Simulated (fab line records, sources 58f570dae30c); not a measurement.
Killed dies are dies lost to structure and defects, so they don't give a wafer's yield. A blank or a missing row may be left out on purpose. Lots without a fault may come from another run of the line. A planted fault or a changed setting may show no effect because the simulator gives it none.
Which tool did it? | flow berkeley_cmos170 | 14 lots, 42 wafers sampled, at 6 steps of a route of 331

WHAT THE GAUGES READ, wafer by wafer
UCB170_NWELL_THK_MEAS_05.
lot  | measured    | on            | NWELL_NITRIDE_THK (nm)
L248 | day 2 07:55 | film_metro-03 | 225.0 226.3 224.4
L250 | day 2 22:07 | film_metro-04 | 229.5 229.5 229.2
L251 | day 3 02:41 | film_metro-02 | 219.2 220.0 221.1
L252 | day 3 08:43 | film_metro-03 | 224.1 224.5 223.9
L256 | day 4 02:13 | film_metro-03 | 227.2 228.7 227.1
L260 | day 5 01:42 | film_metro-03 | 350.0 350.2 351.7
L261 | day 5 01:42 | film_metro-04 | 356.1 353.0 355.0
L262 | day 5 08:17 | film_metro-04 | 221.5 219.4 221.2
L263 | day 5 08:17 | film_metro-02 | 217.9 216.8 218.3
L264 | day 5 14:02 | film_metro-02 | 220.0 221.0 219.6
L266 | day 6 04:50 | film_metro-02 | 221.8 221.9 221.2
L267 | day 6 04:50 | film_metro-04 | 225.1 224.5 223.3
L268 | day 6 10:33 | film_metro-02 | 220.5 220.4 219.4
L269 | day 6 10:35 | film_metro-02 | 221.3 224.0 222.6

UCB170_PWELL_THK_MEAS_06.
lot  | measured    | on            | PWELL_NITRIDE_THK (nm)
L248 | day 3 09:09 | film_metro-04 | 219.5 221.3 221.5
L250 | day 3 17:43 | film_metro-01 | 222.5 223.2 225.3
L251 | day 4 01:29 | film_metro-02 | 215.2 216.4 214.6
L252 | day 4 01:31 | film_metro-04 | 217.0 218.3 216.9
L256 | day 5 00:41 | film_metro-02 | 211.6 212.4 214.2
L262 | day 6 01:58 | film_metro-02 | 220.4 223.4 221.0
L263 | day 6 01:58 | film_metro-04 | 221.0 221.9 221.5
L264 | day 6 06:14 | film_metro-02 | 216.1 217.9 215.7
L266 | day 6 23:10 | film_metro-01 | 219.0 217.6 217.6
L267 | day 6 23:10 | film_metro-02 | 219.9 219.2 218.2
L268 | day 7 05:46 | film_metro-04 | 220.3 219.7 219.3
L269 | day 7 05:45 | film_metro-01 | 221.9 221.7 221.4

UCB170_ACTIVE_CD_MEAS_90: target cd 1200 nm.
lot  | measured    | on        | cd_nm (nm)
L248 | day 5 00:47 | cd_sem-01 | 1199.7 1197.4 1198.7
L250 | day 5 04:59 | cd_sem-02 | 1201.0 1200.6 1200.7
L251 | day 5 04:42 | cd_sem-02 | 1200.0 1198.6 1199.1
L252 | day 5 04:28 | cd_sem-02 | 1199.8 1200.0 1201.0
L256 | day 6 10:32 | cd_sem-02 | 1199.1 1199.8 1199.6
L262 | day 7 08:43 | cd_sem-01 | 1197.0 1197.7 1198.0
L263 | day 7 08:29 | cd_sem-02 | 1198.8 1198.7 1199.8
L264 | day 7 12:55 | cd_sem-01 | 1199.8 1199.6 1200.0
L266 | day 8 08:00 | cd_sem-02 | 1200.0 1200.1 1200.9
L267 | day 8 08:31 | cd_sem-02 | 1202.2 1201.3 1201.9
L268 | day 8 15:29 | cd_sem-01 | 1199.3 1199.3 1199.0
L269 | day 8 15:59 | cd_sem-02 | 1202.0 1201.7 1201.0

UCB170_FIELD_THK_MEAS_02.
lot  | measured    | on            | FIELD_OXIDE_THK (nm)
L248 | day 5 10:52 | film_metro-01 | 564 567 565
L250 | day 5 10:55 | film_metro-01 | 565 569 565
L251 | day 5 10:55 | film_metro-02 | 573 572 562
L252 | day 5 10:52 | film_metro-02 | 572 573 575
L256 | day 6 20:05 | film_metro-02 | 540 553 550
L262 | day 7 18:21 | film_metro-01 | 559 550 551
L263 | day 7 15:24 | film_metro-01 | 556 554 556
L264 | day 7 22:41 | film_metro-04 | 553 556 561
L266 | day 8 16:20 | film_metro-02 | 552 554 543
L267 | day 8 16:20 | film_metro-01 | 534 537 547
L268 | day 9 02:08 | film_metro-02 | 563 553 554
L269 | day 9 02:07 | film_metro-01 | 562 560 549

WHICH TOOL RAN EACH LOT (tool, then ch and the chambers of the sampled wafers, then the start)
lot  | UCB170_NWELL_CVD_04        | UCB170_NWELL_ETCH_13
L248 | lpcvd-01 ch 0, day 2 05:58 | rie_diel-04 ch 0,1,3, day 2 10:29
L250 | lpcvd-01 ch 1, day 2 20:10 | rie_diel-02 ch 1,3, day 2 23:14
L251 | lpcvd-02 ch 0, day 3 00:46 | rie_diel-02 ch 0,2, day 3 03:49
L252 | lpcvd-01 ch 0, day 3 06:46 | rie_diel-04 ch 1,2,3, day 3 10:36
L256 | lpcvd-01 ch 1, day 4 00:14 | rie_diel-04 ch 0,1,3, day 4 05:10
L260 | lpcvd-01 ch 0, day 4 23:46 | rie_diel-03 ch 0,1,2, day 5 03:31
L261 | lpcvd-01 ch 1, day 4 23:46 | rie_diel-02 ch 0,1,2, day 5 03:58
L262 | lpcvd-02 ch 0, day 5 06:21 | rie_diel-03 ch 0,1,2, day 5 09:13
L263 | lpcvd-02 ch 0, day 5 06:21 | rie_diel-04 ch 0,1, day 5 09:28
L264 | lpcvd-02 ch 0, day 5 12:06 | rie_diel-04 ch 0,1,3, day 5 15:06
L266 | lpcvd-02 ch 0, day 6 02:55 | rie_diel-03 ch 0,3, day 6 06:46
L267 | lpcvd-02 ch 0, day 6 02:55 | rie_diel-02 ch 0,1,3, day 6 07:46
L268 | lpcvd-02 ch 1, day 6 08:29 | rie_diel-03 ch 0,1,3, day 6 12:46
L269 | lpcvd-02 ch 1, day 6 08:29 | rie_diel-04 ch 0,1,2, day 6 13:02
- UCB170_NWELL_CVD_04: deposits Si3N4 from SiH2Cl2/NH3, target thk 224 nm, time 3360 s.
- UCB170_NWELL_ETCH_13: etches Si3N4 in CH3F/Ar/O2, stops on SiO2, target depth 246.4 nm, time 154 s.

WHAT THE TOOLS THEMSELVES READ (means of the sampled wafers that have a number; where no wafer has one, the mark that the record gives instead)
UCB170_NWELL_ETCH_13.
lot  | tool        | chamber_pressure_mTorr (mTorr) | drypump_motor_current_A (A) | oes_product_au (a.u.) | throttle_valve_pct (%)
L248 | rie_diel-04 | 50.00                          | 5.9                         | 0.940                 | 7.98
L250 | rie_diel-02 | 50.00                          | 5.9                         | 0.971                 | 8.08
L251 | rie_diel-02 | 50.02                          | 5.6                         | 0.923                 | 8.02
L252 | rie_diel-04 | 50.02                          | 5.5                         | 0.944                 | 7.90
L256 | rie_diel-04 | 50.02                          | 5.8                         | 0.948                 | 7.97
L260 | rie_diel-03 | 49.95                          | 5.0                         | 1.004                 | 8.06
L261 | rie_diel-02 | 49.97                          | 5.5                         | 0.993                 | 8.06
L262 | rie_diel-03 | 49.99                          | 5.0                         | 0.939                 | 8.07
L263 | rie_diel-04 | 50.02                          | 5.6                         | 0.921                 | 8.00
L264 | rie_diel-04 | 49.96                          | 5.8                         | 0.928                 | 7.97
L266 | rie_diel-03 | 49.99                          | 5.4                         | 0.951                 | 8.05
L267 | rie_diel-02 | 50.02                          | 5.5                         | 0.948                 | 8.07
L268 | rie_diel-03 | 49.96                          | 5.4                         | 0.936                 | 8.01
L269 | rie_diel-04 | 49.98                          | 5.6                         | 0.945                 | 8.04

THE ANSWER, worked out from the rows above alone
Rule: what is usual is taken from the lots themselves. Put in order of their means at a reading, lots are off if they are a third of the lots or fewer, leave a main group of 4 or more, and stand apart from it by a gap of 3 or more times the standard deviation of the main group's means; of several such gaps the widest counts. A main group whose means are all the same, to the digits that the tables above print for the reading, isn't used. A lot without any number at a reading at which 4 lots or more have one is off too. The other lots that the step has rows for count as sound. The gauges are gone through in route order, then the tools' own readings, and for those a lot's mean is taken as printed above. The first step at which some lot is off is used, and at that step the reading that is off furthest; a lot without a number counts as furthest.
Off: L260, L261, at UCB170_NWELL_THK_MEAS_05 (NWELL_NITRIDE_THK). The main group: mean 222.8 nm, standard deviation 3.3.
A tool fits if, at a process step before that reading, it ran every lot that is off, and no sound lot after the first of them. The gauges at UCB170_NWELL_THK_MEAS_05 are tried like those tools. One fits: lpcvd-01 at UCB170_NWELL_CVD_04. Its last sound lot is L256 (day 4 00:14), its first lot that is off L260 (day 4 23:46): a fault that began between those two fits.

WHAT THE SIMULATOR HAD PUT IN
Process parameter drift: lpcvd-01, from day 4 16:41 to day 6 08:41, at UCB170_NWELL_CVD_04. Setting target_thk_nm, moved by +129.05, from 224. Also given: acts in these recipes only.
Lots struck among those shown: L260, L261. The rule above found the same.
